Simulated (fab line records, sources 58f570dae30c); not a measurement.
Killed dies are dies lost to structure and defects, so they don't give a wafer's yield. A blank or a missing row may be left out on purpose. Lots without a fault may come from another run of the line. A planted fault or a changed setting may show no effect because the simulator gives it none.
Which tool did it? | flow berkeley_cmos170 | 7 lots, 21 wafers sampled, at 2 steps of a route of 331

WHAT THE GAUGES READ, wafer by wafer
UCB170_V1_CD_MEAS_12: target cd 700 nm.
lot  | measured     | on        | cd_nm (nm)
L877 | day 9 07:47  | cd_sem-02 | 699.7 700.7 699.7
L878 | day 9 09:56  | cd_sem-01 | 700.4 701.9 701.1
L883 | day 10 11:44 | cd_sem-02 | 699.5 699.4 699.8
L885 | day 11 00:02 | cd_sem-02 | 700.3 700.4 700.5
L890 | day 12 14:18 | cd_sem-01 | 701.0 702.7 700.0
L892 | day 13 04:22 | cd_sem-02 | 702.1 701.8 702.5
L896 | day 13 12:33 | cd_sem-01 | 700.3 699.8 699.3

WHICH TOOL RAN EACH LOT (tool, then ch and the chambers of the sampled wafers, then the start)
lot  | UCB170_M1_SPUTTER_00
L877 | pvd_sputter-01, day 9 00:02
L878 | pvd_sputter-01, day 9 01:56
L883 | pvd_sputter-04, day 10 05:23
L885 | pvd_sputter-01, day 10 17:07
L890 | pvd_sputter-03, day 12 08:34
L892 | pvd_sputter-03, day 12 19:02
L896 | pvd_sputter-03, day 13 06:16
- UCB170_M1_SPUTTER_00: material Al, target thk 600 nm, time 80 s.

THE ANSWER, worked out from the rows above alone
Rule: what is usual is taken from the lots themselves. Put in order of their means at a reading, lots are off if they are a third of the lots or fewer, leave a main group of 4 or more, and stand apart from it by a gap of 3 or more times the standard deviation of the main group's means; of several such gaps the widest counts. A main group whose means are all the same, to the digits that the tables above print for the reading, isn't used. A lot without any number at a reading at which 4 lots or more have one is off too. The other lots that the step has rows for count as sound.
No lot is off at any reading shown: from this, nothing can be told.

WHAT THE SIMULATOR HAD PUT IN
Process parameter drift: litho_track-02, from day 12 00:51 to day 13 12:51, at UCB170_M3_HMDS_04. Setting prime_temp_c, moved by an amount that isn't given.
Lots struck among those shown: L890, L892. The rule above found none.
